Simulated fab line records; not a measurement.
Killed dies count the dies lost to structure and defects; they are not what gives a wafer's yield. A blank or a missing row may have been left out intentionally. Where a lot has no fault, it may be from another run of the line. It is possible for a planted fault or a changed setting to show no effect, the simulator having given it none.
Which tool is to blame? || flow rit_cmos || 15 lots with 45 wafers sampled at 2 steps, on a route of 202 steps

WHAT THE GAUGES SHOWED, per wafer
RIT_GATE_THK_MEAS_09. Usual: GATE_POLY_THK typically reads 248.9 nm, with standard deviation 1.9.
{"lot": "L839", "measured": "day 2 13:31", "on": "film_metro-01", "GATE_POLY_THK (nm)": "247.0 247.7 246.8", "flag": ""}
{"lot": "L840", "measured": "day 2 22:53", "on": "film_metro-02", "GATE_POLY_THK (nm)": "247.5 246.9 248.7", "flag": ""}
{"lot": "L841", "measured": "day 3 02:44", "on": "film_metro-04", "GATE_POLY_THK (nm)": "250.4 252.4 250.1", "flag": ""}
{"lot": "L842", "measured": "day 3 06:15", "on": "film_metro-01", "GATE_POLY_THK (nm)": "249.1 245.8 248.8", "flag": ""}
{"lot": "L843", "measured": "day 3 11:10", "on": "film_metro-02", "GATE_POLY_THK (nm)": "247.5 248.8 247.2", "flag": ""}
{"lot": "L844", "measured": "day 3 17:50", "on": "film_metro-01", "GATE_POLY_THK (nm)": "249.1 248.0 248.3", "flag": ""}
{"lot": "L845", "measured": "day 3 19:33", "on": "film_metro-04", "GATE_POLY_THK (nm)": "246.3 248.6 249.1", "flag": ""}
{"lot": "L849", "measured": "day 4 15:13", "on": "film_metro-01", "GATE_POLY_THK (nm)": "247.7 249.1 245.8", "flag": ""}
{"lot": "L851", "measured": "day 5 05:12", "on": "film_metro-01", "GATE_POLY_THK (nm)": "248.6 247.7 248.0", "flag": ""}
{"lot": "L853", "measured": "day 5 09:09", "on": "film_metro-01", "GATE_POLY_THK (nm)": "248.8 248.5 249.0", "flag": ""}
{"lot": "L854", "measured": "day 5 18:35", "on": "film_metro-04", "GATE_POLY_THK (nm)": "247.9 247.8 248.3", "flag": ""}
{"lot": "L856", "measured": "day 6 05:27", "on": "film_metro-02", "GATE_POLY_THK (nm)": "247.9 246.5 246.2", "flag": ""}
{"lot": "L857", "measured": "day 6 09:32", "on": "film_metro-02", "GATE_POLY_THK (nm)": "250.4 248.4 248.9", "flag": ""}
{"lot": "L859", "measured": "day 6 19:55", "on": "film_metro-02", "GATE_POLY_THK (nm)": "249.7 249.6 250.0", "flag": ""}
{"lot": "L860", "measured": "day 7 00:17", "on": "film_metro-02", "GATE_POLY_THK (nm)": "250.6 250.4 250.5", "flag": ""}

RIT_PLDD_OVL_MEAS_06. Usual: PLDD_OVL typically reads 0.4 nm, with standard deviation 1.3.
{"lot": "L839", "measured": "day 2 20:23", "on": "overlay-02", "PLDD_OVL (nm)": "1.2 1.8 1.8", "flag": ""}
{"lot": "L840", "measured": "day 3 05:58", "on": "overlay-02", "PLDD_OVL (nm)": "0.1 1.6 0.0", "flag": ""}
{"lot": "L841", "measured": "day 3 09:53", "on": "overlay-01", "PLDD_OVL (nm)": "-0.6 -0.7 1.4", "flag": ""}
{"lot": "L842", "measured": "day 3 14:37", "on": "overlay-01", "PLDD_OVL (nm)": "1.4 -1.0 -0.2", "flag": ""}
{"lot": "L843", "measured": "day 3 18:51", "on": "overlay-01", "PLDD_OVL (nm)": "2.1 2.1 3.1", "flag": ""}
{"lot": "L844", "measured": "day 4 02:08", "on": "overlay-02", "PLDD_OVL (nm)": "2.9 1.9 3.1", "flag": ""}
{"lot": "L845", "measured": "day 4 02:42", "on": "overlay-01", "PLDD_OVL (nm)": "1.4 0.5 0.0", "flag": ""}
{"lot": "L849", "measured": "day 4 22:55", "on": "overlay-02", "PLDD_OVL (nm)": "-0.9 0.4 -0.4", "flag": ""}
{"lot": "L851", "measured": "day 5 13:08", "on": "overlay-02", "PLDD_OVL (nm)": "0.1 0.0 -1.6", "flag": ""}
{"lot": "L853", "measured": "day 5 17:23", "on": "overlay-01", "PLDD_OVL (nm)": "-0.2 0.1 0.4", "flag": ""}
{"lot": "L854", "measured": "day 6 01:44", "on": "overlay-01", "PLDD_OVL (nm)": "-0.3 -0.2 1.2", "flag": ""}
{"lot": "L856", "measured": "day 6 12:38", "on": "overlay-01", "PLDD_OVL (nm)": "-0.6 1.4 -0.5", "flag": ""}
{"lot": "L857", "measured": "day 6 16:51", "on": "overlay-01", "PLDD_OVL (nm)": "2.4 2.3 0.9", "flag": ""}
{"lot": "L859", "measured": "day 7 03:16", "on": "overlay-02", "PLDD_OVL (nm)": "-1.9 -0.2 -1.2", "flag": ""}
{"lot": "L860", "measured": "day 7 08:04", "on": "overlay-01", "PLDD_OVL (nm)": "0.4 0.7 0.2", "flag": ""}

TOOL THAT RAN EACH LOT (tool first, then ch and the chambers of the sampled wafers, then the start)
There is no process step in the record ahead of these readings.

WHAT THE TOOLS THEMSELVES READ (means of the sampled wafers that have a number; where no wafer has one, the mark that the record gives instead)
The record holds no such reading with a usual standard deviation.

THE ANSWER, worked out from the rows above alone
Rule: a lot is off if the mean of its wafers that have a number lies more than 3 standard deviations from the usual mean. A lot without any number at a reading at which 4 lots or more have one is off too. Any other lot the step has rows for is counted as sound. After the gauges, taken in route order, come the tools' own readings; for these a lot's mean is taken, as printed above. The first step at which some lot is off is used, and at that step the reading that is off furthest; a lot without a number counts as furthest.
Nothing can be told from this: no lot is off at any reading shown.

WHAT THE SIMULATOR HAD PUT IN
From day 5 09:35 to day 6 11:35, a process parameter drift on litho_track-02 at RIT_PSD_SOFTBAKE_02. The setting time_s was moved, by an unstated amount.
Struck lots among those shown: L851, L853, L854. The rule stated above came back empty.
